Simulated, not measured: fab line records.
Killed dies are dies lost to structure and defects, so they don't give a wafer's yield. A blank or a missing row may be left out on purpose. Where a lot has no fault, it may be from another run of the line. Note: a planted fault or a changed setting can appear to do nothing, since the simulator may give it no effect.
fab line records	flow ritCmos
[record] lots = 14	wafers = 42	lastDay = 7
route steps=202 shown NSD@158 CONTACT@181 M1@186
lots with no fault: from the same line, run without faults
startH: the number of hours between the record's first day and the start of the first shown wafer of the lot	waitH: hours since the lot's step before	" as in the row above	L1.1+2: several wafers, shown together as one row	- no value, or no start given	* or withheld: withheld	< > ~ a bound
route shown NAME@n: a module of which the file shows steps, and the number in the route of the first	usual: average and standard deviation across the fault-free wafers	same: alike in all rows	chamber/n: place in a boat	sites: the reading at each site	_std_site: the values' standard deviation	_edge_site: outer sites' mean less inner sites'	radiusMm: for every site, how far away it sits from the centre of the wafer	mask NAME#n: copy n	behind: the last tool/chamber to shape the wafer	hold: what put the lot on hold/how long, in hours/how the hold closed	device: the n, p or np transistor that did not switch	end of line: the tests these same wafers got at the end of their route	step lacking rows: just its recipe	killed: dies lost to structure and defects at the first sort, not the wafer's yield	map: a wafer's dies, marking killed ones x, the rest . and places with no die _
set.NAME: the setting that was run; set.NAME@STEP: the one run at that earlier step	model.NAME: the simulator's own value behind a step, which no gauge read
route steps across a sampled set of lots; one table per step, one row per wafer
services: a tool's chamber out of use, with start hour (startH, from the record's first day; less than 0 if before it), hours out, and reason
[[steps]]
[step RIT_SDANNEAL_RS_MEAS_05]
[recipe] thkMeasGauge = four-point-probe
[usual] NSD_RS = 84.7/0.34
lot.wafer	tool	chamber	startH	waitH	NSD_RS[ohm/sq]
L990.1	filmMetro-01	-	58.03	0.1	84.5
L990.3	"	-	"	"	84.5
L990.6	"	-	"	"	84.4
L991.2	filmMetro-02	-	64.20	0.1	84.7
L991.3	"	-	"	"	84.4
L991.6	"	-	"	"	84.7
L992.1	filmMetro-02	-	70.15	0.1	84.3
L992.2	"	-	"	"	84.8
L992.4	"	-	"	"	84.6
L993.4	filmMetro-03	-	75.54	0.1	84.8
L993.5	"	-	"	"	84.5
L993.6	"	-	"	"	84.9
L995.3	filmMetro-02	-	90.71	0.1	84.9
L995.4	"	-	"	"	85.1
L995.6	"	-	"	"	85.3
L996.2	filmMetro-01	-	93.57	0.1	84.7
L996.5	"	-	"	"	84.8
L996.6	"	-	"	"	84.6
L997.1	filmMetro-01	-	97.49	0.1	84.8
L997.2	"	-	"	"	84.4
L997.3	"	-	"	"	84.7
L100.3	filmMetro-03	-	110.66	0.1	84.3
L100.4	"	-	"	"	84.5
L100.6	"	-	"	"	84.9
L102.1	filmMetro-01	-	120.53	0.1	85.0
L102.3	"	-	"	"	85.3
L102.5	"	-	"	"	85.0
L103.2	filmMetro-01	-	124.81	0.1	85.5
L103.3	"	-	"	"	85.4
L103.5	"	-	"	"	85.1
L108.2	filmMetro-03	-	149.37	0.1	84.3
L108.3	"	-	"	"	83.9
L108.4	"	-	"	"	84.7
L109.1	filmMetro-03	-	150.75	0.1	84.4
L109.3	"	-	"	"	84.5
L109.6	"	-	"	"	84.5
L111.2	filmMetro-03	-	157.38	0.1	84.5
L111.4	"	-	"	"	84.4
L111.5	"	-	"	"	84.5
L112.1	filmMetro-03	-	166.40	0.1	85.3
L112.3	"	-	"	"	85.1
L112.4	"	-	"	"	85.3
[step RIT_CONTACT_CD_MEAS_90]
[recipe] targetCdNm = 1000
[usual] cdNm = 1000.1/2.4
lot.wafer	tool	chamber	startH	waitH	cdNm
L990.1	cdSem-02	-	60.66	0.1	1004.4
L990.3	"	-	"	"	1006.3
L990.6	"	-	"	"	1006.2
L991.2	cdSem-01	-	66.96	0.1	999.3
L991.3	"	-	"	"	1000.0
L991.6	"	-	"	"	1000.4
L992.1	cdSem-01	-	72.78	0.1	999.3
L992.2	"	-	"	"	998.6
L992.4	"	-	"	"	996.9
L993.4	cdSem-01	-	78.24	0.1	997.4
L993.5	"	-	"	"	999.2
L993.6	"	-	"	"	998.2
L995.3	cdSem-02	-	93.70	0.1	997.8
L995.4	"	-	"	"	995.4
L995.6	"	-	"	"	999.3
L996.2	cdSem-02	-	96.63	0.1	999.8
L996.5	"	-	"	"	999.2
L996.6	"	-	"	"	1000.3
L997.1	cdSem-02	-	100.12	0.1	997.0
L997.2	"	-	"	"	997.9
L997.3	"	-	"	"	998.7
L100.3	cdSem-02	-	113.38	0.1	998.0
L100.4	"	-	"	"	997.7
L100.6	"	-	"	"	999.8
L102.1	cdSem-01	-	123.43	0.1	1001.1
L102.3	"	-	"	"	1004.0
L102.5	"	-	"	"	1000.4
L103.2	cdSem-01	-	127.44	0.1	997.8
L103.3	"	-	"	"	997.3
L103.5	"	-	"	"	996.7
L108.2	cdSem-02	-	152.13	0.1	999.9
L108.3	"	-	"	"	997.6
L108.4	"	-	"	"	999.4
L109.1	cdSem-02	-	153.39	0.1	1001.6
L109.3	"	-	"	"	999.2
L109.6	"	-	"	"	999.8
L111.2	cdSem-01	-	160.28	0.1	999.4
L111.4	"	-	"	"	999.5
L111.5	"	-	"	"	997.6
L112.1	cdSem-01	-	169.16	0.1	1000.1
L112.3	"	-	"	"	1002.8
L112.4	"	-	"	"	999.6
[step RIT_M1_THK_MEAS_02]
[recipe] thkMeasGauge = xrf	reads = Al_of_M1_SPUTTER_00
[usual] M1_AL_THK = 402/3.8
lot.wafer	tool	chamber	startH	waitH	M1_AL_THK[nm]
L990.1	filmMetro-02	-	61.56	0.1	399
L990.3	"	-	"	"	405
L990.6	"	-	"	"	407
L991.2	filmMetro-02	-	67.84	0.1	408
L991.3	"	-	"	"	406
L991.6	"	-	"	"	404
L992.1	filmMetro-03	-	73.68	0.1	404
L992.2	"	-	"	"	403
L992.4	"	-	"	"	403
L993.4	filmMetro-03	-	79.10	0.1	405
L993.5	"	-	"	"	406
L993.6	"	-	"	"	404
L995.3	filmMetro-01	-	94.58	0.1	397
L995.4	"	-	"	"	391
L995.6	"	-	"	"	390
L996.2	filmMetro-03	-	97.52	0.1	402
L996.5	"	-	"	"	405
L996.6	"	-	"	"	407
L997.1	filmMetro-03	-	101.00	0.1	402
L997.2	"	-	"	"	401
L997.3	"	-	"	"	405
L100.3	filmMetro-01	-	114.26	0.1	403
L100.4	"	-	"	"	398
L100.6	"	-	"	"	404
L102.1	filmMetro-03	-	124.34	0.1	405
L102.3	"	-	"	"	404
L102.5	"	-	"	"	406
L103.2	filmMetro-02	-	128.35	0.1	400
L103.3	"	-	"	"	398
L103.5	"	-	"	"	401
L108.2	filmMetro-02	-	153.07	0.1	403
L108.3	"	-	"	"	402
L108.4	"	-	"	"	406
L109.1	filmMetro-03	-	154.32	0.1	401
L109.3	"	-	"	"	398
L109.6	"	-	"	"	403
L111.2	filmMetro-01	-	161.17	0.1	394
L111.4	"	-	"	"	397
L111.5	"	-	"	"	398
L112.1	filmMetro-03	-	170.22	0.1	398
L112.3	"	-	"	"	404
L112.4	"	-	"	"	399
[step RIT_M1_METAL_ETCH_12]
[recipe] stopOn = SiO2	chemistry = Cl2/BCl3	target = Al	timeS = 165	overEtchFrac = 0.5	pressureMtorr = 100	targetDepthA = 6000	rfW = 250	Cl2_flow_sccm = 60	bcl3FlowSccm = 50
[usual] bcl3FlowSccm = 50.00/0.14	drypumpMotorCurrentA = 5.53/0.3	oesProductAu = 0.781/0.014	rfFwdPowerW = 249.0/0.74	throttleValvePct = 8.23/0.07
[same] overEtchFrac = 0.5
lot.wafer	tool	chamber	startH	waitH	bcl3FlowSccm	drypumpMotorCurrentA	oesProductAu	rfFwdPowerW	rfHoursCounterH	throttleValvePct
L990.1	rieMetal-02	0	63.04	0.2	49.83	6.09	0.785	249.5	35	8.11
L990.3	"	0	"	"	49.72	6.02	0.782	248.3	-	8.12
L990.6	"	0	"	"	49.93	6.03	0.790	250.0	-	8.14
L991.2	rieMetal-01	0	69.44	0.2	49.98	5.55	0.776	249.2	4	8.29
L991.3	"	1	"	"	50.15	5.91	0.779	249.9	-	8.13
L991.6	"	0	"	"	50.11	5.55	0.771	249.4	-	8.29
L992.1	rieMetal-04	1	75.26	0.2	49.98	5.31	0.792	249.0	2	8.27
L992.2	"	0	"	"	50.06	5.36	0.805	249.4	2	8.20
L992.4	"	0	"	"	49.87	5.37	0.803	249.3	-	8.21
L993.4	rieMetal-02	1	80.70	0.2	50.01	5.25	0.786	249.6	-	8.28
L993.5	"	1	"	"	50.16	5.24	0.782	248.6	-	8.29
L993.6	"	1	"	"	49.79	5.25	0.780	249.6	-	8.30
L995.3	rieMetal-04	1	96.45	0.2	50.04	5.30	0.788	250.2	-	8.25
L995.4	"	0	"	"	50.13	5.37	0.796	249.3	-	8.20
L995.6	"	1	"	"	49.87	5.28	0.779	249.8	-	8.27
L996.2	rieMetal-02	1	99.04	0.2	49.70	5.25	0.773	248.6	-	8.29
L996.5	"	1	"	"	49.93	5.25	0.780	250.0	-	8.31
L996.6	"	1	"	"	49.77	5.25	0.789	249.5	-	8.30
L997.1	rieMetal-01	0	102.47	0.2	49.88	5.57	0.771	249.4	4	8.28
L997.2	"	1	"	"	49.88	5.88	0.787	248.4	5	8.15
L997.3	"	1	"	"	49.95	5.91	0.783	249.6	-	8.11
L100.3	rieMetal-01	1	115.77	0.2	49.91	5.97	0.793	249.0	-	8.13
L100.4	"	0	"	"	50.03	5.55	0.780	247.9	-	8.28
L100.6	"	1	"	"	49.95	5.96	0.792	248.9	-	8.12
L102.1	rieMetal-04	0	125.73	0.2	50.10	5.36	0.810	247.4	3	8.20
L102.3	"	1	"	"	50.02	5.27	0.793	249.1	-	8.27
L102.5	"	0	"	"	50.02	5.36	0.801	248.1	-	8.22
L103.2	rieMetal-01	1	129.69	0.2	49.92	5.93	0.776	248.2	5	8.12
L103.3	"	1	"	"	50.04	5.91	0.773	249.2	-	8.15
L103.5	"	0	"	"	50.35	5.51	0.764	248.3	-	8.30
L108.2	rieMetal-01	0	154.41	0.2	49.90	5.55	0.768	218.6	5	8.29
L108.3	"	0	"	"	50.18	5.56	0.768	217.4	-	8.30
L108.4	"	1	"	"	50.01	5.94	0.786	219.0	-	8.14
L109.1	rieMetal-04	0	155.67	0.2	50.38	5.32	0.799	249.6	3	8.21
L109.3	"	0	"	"	50.25	5.34	0.806	250.1	-	8.20
L109.6	"	1	"	"	49.93	5.30	0.790	250.6	-	8.27
L111.2	rieMetal-01	0	162.63	0.2	49.91	5.55	0.762	219.6	5	8.31
L111.4	"	0	"	"	50.04	5.54	0.768	218.8	-	8.31
L111.5	"	1	"	"	49.85	5.91	0.772	219.4	-	8.14
L112.1	rieMetal-04	1	171.75	0.2	49.98	5.26	0.795	248.1	3	8.25
L112.3	"	0	"	"	49.76	5.34	0.802	247.4	-	8.22
L112.4	"	1	"	"	49.98	5.26	0.785	248.0	-	8.27
[step RIT_M1_CD_MEAS_90]
[recipe] targetCdNm = 2600
[usual] cdNm = 2599.3/2.6
lot.wafer	tool	chamber	startH	waitH	cdNm
L990.1	cdSem-01	-	63.56	0.1	2599.1
L990.3	"	-	"	"	2597.4
L990.6	"	-	"	"	2600.0
L991.2	cdSem-01	-	69.97	0.1	2596.4
L991.3	"	-	"	"	2597.7
L991.6	"	-	"	"	2596.7
L992.1	cdSem-01	-	75.77	0.1	2605.8
L992.2	"	-	"	"	2605.5
L992.4	"	-	"	"	2603.7
L993.4	cdSem-01	-	81.27	0.1	2600.4
L993.5	"	-	"	"	2598.7
L993.6	"	-	"	"	2599.0
L995.3	cdSem-02	-	96.95	0.1	2597.7
L995.4	"	-	"	"	2595.8
L995.6	"	-	"	"	2596.0
L996.2	cdSem-02	-	99.68	0.1	2595.3
L996.5	"	-	"	"	2596.4
L996.6	"	-	"	"	2595.5
L997.1	cdSem-02	-	102.98	0.1	2600.3
L997.2	"	-	"	"	2598.7
L997.3	"	-	"	"	2601.8
L100.3	cdSem-02	-	116.34	0.2	2602.7
L100.4	"	-	"	"	2599.4
L100.6	"	-	"	"	2600.5
L102.1	cdSem-02	-	126.24	0.1	2597.7
L102.3	"	-	"	"	2593.2
L102.5	"	-	"	"	2592.4
L103.2	cdSem-01	-	130.25	0.1	2597.3
L103.3	"	-	"	"	2597.6
L103.5	"	-	"	"	2595.8
L108.2	cdSem-02	-	154.94	0.1	2606.2
L108.3	"	-	"	"	2601.9
L108.4	"	-	"	"	2604.0
L109.1	cdSem-02	-	156.18	0.1	2598.1
L109.3	"	-	"	"	2595.4
L109.6	"	-	"	"	2600.1
L111.2	cdSem-01	-	163.17	0.1	2606.7
L111.4	"	-	"	"	2609.5
L111.5	"	-	"	"	2607.2
L112.1	cdSem-01	-	172.44	0.1	2598.5
L112.3	"	-	"	"	2599.2
L112.4	"	-	"	"	2599.1
[step RIT_M1_PROBE_99]
[usual] defectLimitedYield = 97.3/1.1	killedAtContacts = 0.1/0.37	killedAtFrontEnd = 6.9/2.9	killedDies = 7.1/2.9	killedOpen = 3.3/1.8	killedShort = 3.6/2.2	sort_bin_3_pad_short = 0.2/0.25	sort_bin_5_function = 1.4/0.75	sort_bin_6_memory = 1.1/0.62	sortNPass = 256.9/2.9	sortYieldPct = 97.3/1.1
[same] grossDies = 264	killed_at_M0_to_M3 = 0	killed_at_M4_up = 0	killedAtBackSide = 0	killedAtOther = 0
lot.wafer	tool	chamber	startH	waitH	defectLimitedYield[%]	killedAtContacts	killedAtFrontEnd	killedDies	killedOpen	killedShort	sort_bin_3_pad_short[%]	sort_bin_5_function[%]	sort_bin_6_memory[%]	sortNPass	sortYieldPct[%]
L990.1	prober-01	-	65.30	0.1	99.2	0	2	2	1	1	0	0.4	0.4	262.0	99.2
L990.3	prober-01	-	65.40	0.2	96.6	0	9	9	3	6	0	1.1	2.3	255.0	96.6
L990.6	prober-01	-	65.55	0.2	96.2	0	10	10	6	4	0.8	2.3	0.8	254.0	96.2
L991.2	prober-02	-	71.74	0.1	97.3	0	7	7	3	4	0	1.5	1.1	257.0	97.3
L991.3	prober-02	-	71.79	0.2	95.5	0	12	12	4	8	0.4	3.0	1.1	252.0	95.5
L991.6	prober-02	-	71.94	0.2	96.6	0	9	9	2	7	0.4	2.3	0.8	255.0	96.6
L992.1	prober-01	-	77.51	0.1	97.7	0	6	6	4	2	0	1.1	1.1	258.0	97.7
L992.2	prober-01	-	77.56	0.1	97.0	0	8	8	4	4	0	1.1	1.9	256.0	97.0
L992.4	prober-01	-	77.66	0.2	98.5	0	4	4	3	1	0	1.1	0.4	260.0	98.5
L993.4	prober-02	-	83.10	0.2	93.9	0	16	16	5	11	0.4	1.9	3.8	248.0	93.9
L993.5	prober-02	-	83.15	0.2	95.8	0	11	11	7	4	0	2.7	1.5	253.0	95.8
L993.6	prober-02	-	83.20	0.2	95.8	0	11	11	6	5	0.4	3.4	0.4	253.0	95.8
L995.3	prober-02	-	98.75	0.2	97.3	0	7	7	2	5	0	0.8	1.9	257.0	97.3
L995.4	prober-02	-	98.80	0.2	97.3	0	7	7	2	5	0	1.9	0.8	257.0	97.3
L995.6	prober-02	-	98.90	0.2	99.2	0	2	2	1	1	0	0	0.8	262.0	99.2
L996.2	prober-01	-	101.45	0.1	97.7	0	6	6	2	4	0.8	1.1	0.4	258.0	97.7
L996.5	prober-01	-	101.60	0.2	98.5	0	4	4	1	3	0	1.1	0.4	260.0	98.5
L996.6	prober-01	-	101.65	0.2	99.2	0	2	2	0	2	0	0.4	0.4	262.0	99.2
L997.1	prober-02	-	104.76	0.1	96.6	0	9	9	3	6	0	2.3	1.1	255.0	96.6
L997.2	prober-02	-	104.81	0.1	97.0	1	7	8	2	6	0	1.1	1.9	256.0	97.0
L997.3	prober-02	-	104.86	0.2	97.3	0	7	7	3	4	0.4	1.5	0.8	257.0	97.3
L100.3	prober-01	-	118.14	0.2	97.3	0	7	7	4	3	0.4	1.1	1.1	257.0	97.3
L100.4	prober-01	-	118.19	0.2	98.1	0	5	5	4	1	0	1.1	0.8	259.0	98.1
L100.6	prober-01	-	118.29	0.2	97.3	0	7	7	4	3	0	1.5	1.1	257.0	97.3
L102.1	prober-01	-	127.98	0.1	98.1	0	5	5	2	3	0	1.1	0.8	259.0	98.1
L102.3	prober-01	-	128.08	0.2	97.3	0	7	7	4	3	0.4	1.5	0.8	257.0	97.3
L102.5	prober-01	-	128.18	0.2	97.7	0	6	6	2	4	0.4	1.5	0.4	258.0	97.7
L103.2	prober-02	-	132.02	0.1	95.8	0	11	11	4	7	0	1.9	2.3	253.0	95.8
L103.3	prober-02	-	132.07	0.2	98.1	0	5	5	3	2	0	1.5	0.4	259.0	98.1
L103.5	prober-02	-	132.17	0.2	97.3	0	7	7	3	4	0	1.5	1.1	257.0	97.3
L108.2	prober-01	-	156.71	0.1	94.7	0	14	14	3	11	0.4	3.4	1.5	250.0	94.7
L108.3	prober-01	-	156.76	0.2	94.7	2	12	14	4	9	0.4	2.7	2.3	250.0	94.7
L108.4	prober-01	-	156.81	0.2	96.6	1	8	9	4	4	0	1.5	1.9	255.0	96.6
L109.1	prober-02	-	158.16	0.1	98.1	0	5	5	2	3	0	0.4	1.5	259.0	98.1
L109.3	prober-02	-	158.26	0.2	98.9	0	3	3	1	2	0	1.1	0	261.0	98.9
L109.6	prober-02	-	158.41	0.2	98.5	1	3	4	2	1	0	1.5	0	260.0	98.5
L111.2	prober-02	-	164.94	0.1	97.7	0	6	6	4	2	0	1.5	0.8	258.0	97.7
L111.4	prober-02	-	165.04	0.2	97.0	0	8	8	4	4	0.4	1.9	0.8	256.0	97.0
L111.5	prober-02	-	165.09	0.2	95.5	0	12	12	6	6	0	3.8	0.8	252.0	95.5
L112.1	prober-01	-	174.18	0.1	97.0	0	8	8	8	0	0	2.3	0.8	256.0	97.0
L112.3	prober-01	-	174.28	0.2	97.3	1	6	7	2	5	0	1.5	1.1	257.0	97.3
L112.4	prober-01	-	174.33	0.2	96.6	0	9	9	4	5	0.4	0.4	2.7	255.0	96.6
// killed by level:class
L990.1 FOX1:geometricParticle:open=1 REOX:geometricParticle:short=1
L990.3 FOX2:geometricParticle:short=2 FOX1:geometricParticle:short=1 GATE:geometricParticle:open=1 REOX:geometricParticle:short=1 REOX:geometricParticle:open=1 SPACER:geometricParticle:short=1 SILICIDE:geometricParticle:open=1 SILICIDE:geometricParticle:short=1
L990.6 SILICIDE:geometricParticle:open=3 REOX:geometricParticle:open=2 SPACER:geometricParticle:short=2 FOX1:geometricParticle:open=1 FOX1:geometricParticle:short=1 SILICIDE:geometricParticle:short=1
L991.2 GATE:geometricParticle:short=3 GATE:geometricParticle:open=2 SPACER:geometricParticle:short=1 SILICIDE:geometricParticle:open=1
L991.3 GATE:geometricParticle:short=3 FOX2:geometricParticle:short=2 GATE:geometricParticle:open=2 FOX1:geometricParticle:short=1 REOX:geometricParticle:open=1 REOX:geometricParticle:short=1 SPACER:geometricParticle:open=1 SILICIDE:geometricParticle:short=1
L991.6 GATE:geometricParticle:short=5 GATE:geometricParticle:open=2 ACTIVE:geometricParticle:short=1 SILICIDE:geometricParticle:short=1
L992.1 GATE:geometricParticle:open=2 REOX:geometricParticle:short=1 SPACER:geometricParticle:short=1 SPACER:geometricParticle:open=1 SILICIDE:geometricParticle:open=1
L992.2 REOX:geometricParticle:short=3 GATE:geometricParticle:open=1 FOX2:geometricParticle:open=1 GATE:geometricParticle:short=1 SPACER:geometricParticle:open=1 SILICIDE:geometricParticle:open=1
L992.4 REOX:geometricParticle:open=2 GATE:geometricParticle:short=1 SILICIDE:geometricParticle:open=1
L993.4 REOX:geometricParticle:short=5 GATE:geometricParticle:short=2 GATE:geometricParticle:open=2 REOX:geometricParticle:open=2 SPACER:geometricParticle:short=2 FOX1:geometricParticle:open=1 FOX1:geometricParticle:short=1 FOX2:geometricParticle:short=1
L993.5 FOX1:geometricParticle:short=3 GATE:geometricParticle:open=3 REOX:geometricParticle:open=3 SILICIDE:geometricParticle:open=1 REOX:geometricParticle:short=1
L993.6 FOX1:geometricParticle:open=3 GATE:geometricParticle:short=2 REOX:geometricParticle:open=2 REOX:geometricParticle:short=2 FOX1:geometricParticle:short=1 GATE:geometricParticle:open=1
L995.3 GATE:geometricParticle:short=2 FOX1:geometricParticle:short=1 FOX2:geometricParticle:open=1 REOX:geometricParticle:short=1 REOX:geometricParticle:open=1 SPACER:geometricParticle:short=1
L995.4 GATE:geometricParticle:short=2 REOX:geometricParticle:short=2 GATE:geometricParticle:open=1 REOX:geometricParticle:open=1 SILICIDE:geometricParticle:short=1
L995.6 FOX1:geometricParticle:short=1 REOX:geometricParticle:open=1
L996.2 SPACER:geometricParticle:short=2 FOX1:geometricParticle:open=1 GATE:geometricParticle:short=1 GATE:geometricParticle:open=1 SILICIDE:geometricParticle:short=1
L996.5 GATE:geometricParticle:short=1 GATE:geometricParticle:open=1 SPACER:geometricParticle:short=1 SILICIDE:geometricParticle:short=1
L996.6 FOX2:geometricParticle:short=1 SPACER:geometricParticle:short=1
L997.1 GATE:geometricParticle:short=3 SPACER:geometricParticle:short=2 FOX1:geometricParticle:short=1 FOX1:geometricParticle:open=1 GATE:geometricParticle:open=1 REOX:geometricParticle:open=1
L997.2 REOX:geometricParticle:short=3 FOX1:geometricParticle:short=1 FOX1:geometricParticle:open=1 GATE:geometricParticle:short=1 SPACER:geometricParticle:open=1 CONTACT:geometricParticle:short=1
L997.3 REOX:geometricParticle:short=2 FOX1:geometricParticle:short=1 GATE:geometricParticle:open=1 GATE:geometricParticle:short=1 SPACER:geometricParticle:open=1 SILICIDE:geometricParticle:open=1
L100.3 FOX2:geometricParticle:short=2 FOX2:geometricParticle:open=2 GATE:geometricParticle:short=1 GATE:geometricParticle:open=1 REOX:geometricParticle:open=1
L100.4 REOX:geometricParticle:open=2 FOX2:geometricParticle:open=1 GATE:geometricParticle:open=1 REOX:geometricParticle:short=1
L100.6 FOX1:geometricParticle:open=2 FOX2:geometricParticle:short=2 FOX1:geometricParticle:short=1 REOX:geometricParticle:open=1 SILICIDE:geometricParticle:open=1
L102.1 GATE:geometricParticle:open=1 GATE:geometricParticle:short=1 REOX:geometricParticle:short=1 SPACER:geometricParticle:short=1 SPACER:geometricParticle:open=1
L102.3 SPACER:geometricParticle:open=3 GATE:geometricParticle:open=1 GATE:geometricParticle:short=1 REOX:geometricParticle:short=1 SILICIDE:geometricParticle:short=1
L102.5 SILICIDE:geometricParticle:short=2 GATE:geometricParticle:open=1 GATE:geometricParticle:short=1 REOX:geometricParticle:short=1 SILICIDE:geometricParticle:open=1
L103.2 FOX1:geometricParticle:short=3 GATE:geometricParticle:short=2 SILICIDE:geometricParticle:short=2 FOX1:geometricParticle:open=1 FOX2:geometricParticle:open=1 GATE:geometricParticle:open=1 SILICIDE:geometricParticle:open=1
L103.3 SPACER:geometricParticle:open=2 GATE:geometricParticle:short=1 REOX:geometricParticle:short=1 REOX:geometricParticle:open=1
L103.5 GATE:geometricParticle:short=2 SPACER:geometricParticle:open=2 GATE:geometricParticle:open=1 REOX:geometricParticle:short=1 SILICIDE:geometricParticle:short=1
L108.2 GATE:geometricParticle:short=5 SILICIDE:geometricParticle:short=3 REOX:geometricParticle:short=2 FOX1:geometricParticle:short=1 REOX:geometricParticle:open=1 SPACER:geometricParticle:open=1 SILICIDE:geometricParticle:open=1
L108.3 GATE:geometricParticle:short=3 GATE:geometricParticle:open=2 SPACER:geometricParticle:short=2 SILICIDE:geometricParticle:short=2 REOX:geometricParticle:short=1 SPACER:geometricParticle:open=1 SILICIDE:geometricParticle:open=1 CONTACT:geometricParticle:short=1
L108.4 GATE:geometricParticle:open=2 FOX1:geometricParticle:short=1 GATE:geometricParticle:short=1 REOX:geometricParticle:short=1 SPACER:geometricParticle:short=1 SPACER:geometricParticle:open=1 SILICIDE:geometricParticle:open=1 CONTACT:coatMicrobubblePrinted=1
L109.1 REOX:geometricParticle:short=2 FOX2:geometricParticle:open=1 GATE:geometricParticle:open=1 GATE:geometricParticle:short=1
L109.3 FOX1:geometricParticle:short=1 GATE:geometricParticle:open=1 SILICIDE:geometricParticle:short=1
L109.6 FOX1:geometricParticle:short=1 REOX:geometricParticle:open=1 SILICIDE:geometricParticle:open=1 CONTACT:coatMicrobubblePrinted=1
L111.2 GATE:geometricParticle:open=2 ACTIVE:geometricParticle:open=1 FOX1:geometricParticle:short=1 GATE:geometricParticle:short=1 SILICIDE:geometricParticle:open=1
L111.4 GATE:geometricParticle:short=3 SPACER:geometricParticle:open=2 FOX1:geometricParticle:open=1 GATE:geometricParticle:open=1 SPACER:geometricParticle:short=1
L111.5 FOX1:geometricParticle:open=5 SILICIDE:geometricParticle:short=4 GATE:geometricParticle:short=2 SPACER:geometricParticle:open=1
L112.1 REOX:geometricParticle:open=4 GATE:geometricParticle:open=3 FOX1:geometricParticle:open=1
L112.3 GATE:geometricParticle:short=2 SILICIDE:geometricParticle:short=2 REOX:geometricParticle:short=1 SPACER:geometricParticle:open=1 CONTACT:geometricParticle:open=1
L112.4 FOX1:geometricParticle:short=2 GATE:geometricParticle:short=2 GATE:geometricParticle:open=2 FOX2:geometricParticle:short=1 SPACER:geometricParticle:open=1 SILICIDE:geometricParticle:open=1
[[services]]
tool	chamber	startH	hours	kind
rieMetal-04	-	55.02	14.6	pm
rieMetal-02	0	77.82	49.2	repair
rieMetal-04	-	99.07	21.9	repair
rieMetal-02	1	113.30	3.3	repair
rieMetal-01	1	132.65	2.8	repair
rieMetal-02	-	136.12	20.0	pm
rieMetal-02	0	136.12	20.0	ventCycle
rieMetal-02	1	136.12	20.0	ventCycle
rieMetal-02	-	156.12	1.4	pm
rieMetal-02	0	156.12	-	clean
rieMetal-02	1	156.12	-	clean
[[key]]
[firstSign] step = RIT_M1_METAL_ETCH_12	reading = rfFwdPowerW	direction = down	sigmas = 41	usual = 249.0	struck = 218.8
[effect] step = RIT_M1_CD_MEAS_90	reading = cdNm	direction = up	sigmas = 2.6	usual = 2599.3	struck = 2605.9
metAt RIT_M1_METAL_ETCH_12
struckLots L108,L111
notActingAt RIT_SDANNEAL_RS_MEAS_05,RIT_CONTACT_CD_MEAS_90,RIT_M1_THK_MEAS_02
onsetBetween 129.69 154.41
[fault] kind = processParameterDrift	tool = rieMetal-01	chamber = -	onsetH = 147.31	steps = RIT_M1_METAL_ETCH_12	channel = rfW	offset = -30	shape = step	endH = 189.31	stated = 250
